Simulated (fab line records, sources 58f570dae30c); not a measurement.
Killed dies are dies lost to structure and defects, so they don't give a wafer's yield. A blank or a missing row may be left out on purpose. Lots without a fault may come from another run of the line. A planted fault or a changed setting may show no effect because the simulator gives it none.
Split-lot experiment | flow berkeley_cmos170 | 5 lots, 23 wafers read, on a route of 331 steps

THE SPLIT
At UCB170_BACKSIDE_STRIP_03 (strips in O2), the setting power_w was moved away from the recipe's 400 W on 11 of the 23 wafers read, by -9.6% to +11.2%. The other wafers ran this setting at the recipe's value.

The reading is taken at the split's own step.

THE READING
oes_product_au, in a.u., at UCB170_BACKSIDE_STRIP_03 (strips in O2). Fault-free wafers of this fab line usually give 0.735 a.u., standard deviation 0.005 a.u..

wafer  | tool, chamber at the split | power_w as run, W | against the recipe | oes_product_au, a.u. | against lot-mates on the recipe
L075.1 | plasma_asher-01, 0         | 372.7             | -6.8%              | 0.715                | -0.019
L075.2 | plasma_asher-01, 1         | 400               | recipe             | 0.733                | -
L075.3 | plasma_asher-01, 0         | 372.7             | -6.8%              | 0.702                | -0.032
L075.4 | plasma_asher-01, 1         | 372.7             | -6.8%              | 0.705                | -0.029
L075.6 | plasma_asher-01, 0         | 400               | recipe             | 0.735                | -
L076.2 | plasma_asher-04, 0         | 400               | recipe             | 0.728                | -
L076.3 | plasma_asher-04, 0         | 361.7             | -9.6%              | 0.689                | -0.046
L076.4 | plasma_asher-04, 1         | 361.7             | -9.6%              | 0.702                | -0.033
L076.5 | plasma_asher-04, 1         | 400               | recipe             | 0.735                | -
L076.6 | plasma_asher-04, 0         | 400               | recipe             | 0.741                | -
L078.2 | plasma_asher-01, 0         | 400               | recipe             | 0.732                | -
L078.3 | plasma_asher-01, 0         | 444.6             | +11.2%             | 0.782                | +0.048
L078.4 | plasma_asher-01, 1         | 400               | recipe             | 0.735                | -
L078.5 | plasma_asher-01, 1         | 444.6             | +11.2%             | 0.780                | +0.046
L078.6 | plasma_asher-01, 0         | 444.6             | +11.2%             | 0.772                | +0.038
L081.1 | plasma_asher-01, 1         | 400               | recipe             | 0.729                | -
L081.3 | plasma_asher-01, 1         | 400               | recipe             | 0.731                | -
L081.4 | plasma_asher-01, 0         | 400               | recipe             | 0.737                | -
L084.1 | plasma_asher-04, 0         | 400               | recipe             | 0.740                | -
L084.2 | plasma_asher-04, 1         | 386.3             | -3.4%              | 0.721                | -0.017
L084.3 | plasma_asher-04, 0         | 386.3             | -3.4%              | 0.717                | -0.021
L084.5 | plasma_asher-04, 1         | 386.3             | -3.4%              | 0.728                | -0.010
L084.6 | plasma_asher-04, 0         | 400               | recipe             | 0.735                | -

THE FIT
A straight line over all 23 wafers: oes_product_au changes by +0.00394 a.u. for each +1% of power_w; r = +0.98; the points scatter about the line by 0.0048 a.u..
The same after taking each lot's own level away (the mean of its wafers on the recipe; 23 wafers): +0.00402 a.u. for each +1%; r = +0.98; scatter 0.0046 a.u..
On that fit, the largest move of power_w shifts the reading by 0.045 a.u..
The lots' own levels span 0.7323 to 0.7375 a.u., that is 1.0 times the standard deviation above.
So the lot-to-lot level changes the slope little: the two slopes agree.
Check: with one of the wafers moved furthest among these (+11.2%) left out of the fit, the line predicts +0.0434 a.u. for it against its lot-mates. It came out at +0.0485 a.u. against them.
Tool readings at the split's step, against how far the setting was moved: oes_product_au r = +0.98; strip_time_to_endpoint_s r = -0.99.

OTHER SPLITS ON THESE WAFERS
These wafers also went through other splits before the reading. Each is held against what the fit with the lots' levels taken away leaves over:
other split on the same wafers   | wafers away from the commonest value | r with oes_product_au (lot level and that fit taken away)
UCB170_SPACER_CVD_00 time_s      | 7                                    | -0.23
UCB170_PSD_PEB_04 peb_temp_c     | 10                                   | -0.26
UCB170_NSD_COAT_01 resist_thk_nm | 8                                    | +0.12

THE WHOLE CHAIN: every reading that the file lists as answering this split, in the file's order
step                     | what it does | reading                  | change (the file's fit)                   | r (the file's)
UCB170_BACKSIDE_STRIP_03 | strips in O2 | oes_product_au           | +0.00402 a.u. for each +1% of the setting | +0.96
UCB170_BACKSIDE_STRIP_03 | strips in O2 | strip_time_to_endpoint_s | withheld for each +1% of the setting      | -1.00

THE FILE'S OWN FIT
oes_product_au changes by +0.00402 a.u. for each +1% of power_w, r = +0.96.
